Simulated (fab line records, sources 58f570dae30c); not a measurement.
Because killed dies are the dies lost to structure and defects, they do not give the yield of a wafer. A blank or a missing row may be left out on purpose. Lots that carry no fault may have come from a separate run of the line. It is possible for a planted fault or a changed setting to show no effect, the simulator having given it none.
The tool behind it: which one? ; flow berkeley cmos170 ; 39 wafers from 13 lots sampled at 2 of the route's 331 steps

WHAT EACH GAUGE READ, for each wafer
UCB170_GATE_CD_MEAS_12 targets a cd of 350 nm.
lot;measured;on;cd nm (nm)
L614;day 6 18:08;cd sem-02;349.1 349.7 349.5
L615;day 6 18:16;cd sem-02;351.3 350.9 350.2
L617;day 7 04:02;cd sem-02;349.6 350.6 348.7
L616;day 7 04:10;cd sem-02;349.4 350.2 348.5
L620;day 7 14:16;cd sem-02;348.9 347.9 349.5
L619;day 7 14:44;cd sem-01;283.0 284.1 281.7
L624;day 8 16:19;cd sem-01;349.1 349.3 349.1
L626;day 8 16:37;cd sem-02;350.8 350.1 350.6
L631;day 9 08:30;cd sem-02;351.8 350.3 350.7
L632;day 10 01:25;cd sem-02;346.5 347.4 348.7
L633;day 10 01:35;cd sem-01;349.6 349.6 349.8
L636;day 10 09:40;cd sem-02;348.6 350.6 349.1
L634;day 10 09:46;cd sem-02;349.1 349.8 351.2

TOOL THAT RAN EACH LOT (tool first, then ch and the chambers of the sampled wafers, then the start)
lot;UCB170_GATE_EXPOSE_09
L614;krf scanner-02 ch 0, day 6 17:28
L615;krf scanner-02 ch 0, day 6 17:35
L617;krf scanner-02 ch 0, day 7 02:48
L616;krf scanner-01 ch 0, day 7 03:08
L620;krf scanner-02 ch 0, day 7 13:40
L619;krf scanner-01 ch 0, day 7 13:59
L624;krf scanner-02 ch 0, day 8 15:48
L626;krf scanner-01 ch 0, day 8 16:07
L631;krf scanner-02 ch 0, day 9 08:07
L632;krf scanner-01 ch 0, day 10 01:02
L633;krf scanner-01 ch 0, day 10 01:09
L636;krf scanner-01 ch 0, day 10 09:07
L634;krf scanner-02 ch 0, day 10 09:20
- UCB170_GATE_EXPOSE_09: exposes mask POLY, target cd 350 nm.

AS READ BY THE TOOLS THEMSELVES (means over the sampled wafers that have a number; for cases with no such wafer, the mark the record gives instead)
The record holds no such reading with a usual standard deviation.

THE ANSWER, worked out from the rows above alone
Rule: the lots themselves supply what counts as usual. Put in order of their means at a reading, lots are off if they are a third of the lots or fewer, leave a main group of 4 or more, and stand apart from it by a gap of 3 or more times the standard deviation of the main group's means; of several such gaps the widest counts. A main group is skipped when, at the precision printed for the reading in the tables above, its means are all equal. Also off: a lot with no number at a reading for which 4 or more lots have one. All remaining lots with rows at the step are treated as sound. First the gauges in route order, then the tools' own readings, where a lot's mean is used as printed above. At the first step where some lot is off, the reading lying furthest off is the one used; lots without a number count as furthest.
Off: L619 (UCB170_GATE_CD_MEAS_12, cd nm). The main group: mean 349.6 nm, standard deviation 0.89.
If a tool, at a process step before that reading, ran all the lots that are off and no sound lot after the first of them, it fits. Those tools and the gauges at UCB170_GATE_CD_MEAS_12 are tried in the same way. No candidate that was tried fits.

WHAT THE SIMULATOR HAD PUT IN
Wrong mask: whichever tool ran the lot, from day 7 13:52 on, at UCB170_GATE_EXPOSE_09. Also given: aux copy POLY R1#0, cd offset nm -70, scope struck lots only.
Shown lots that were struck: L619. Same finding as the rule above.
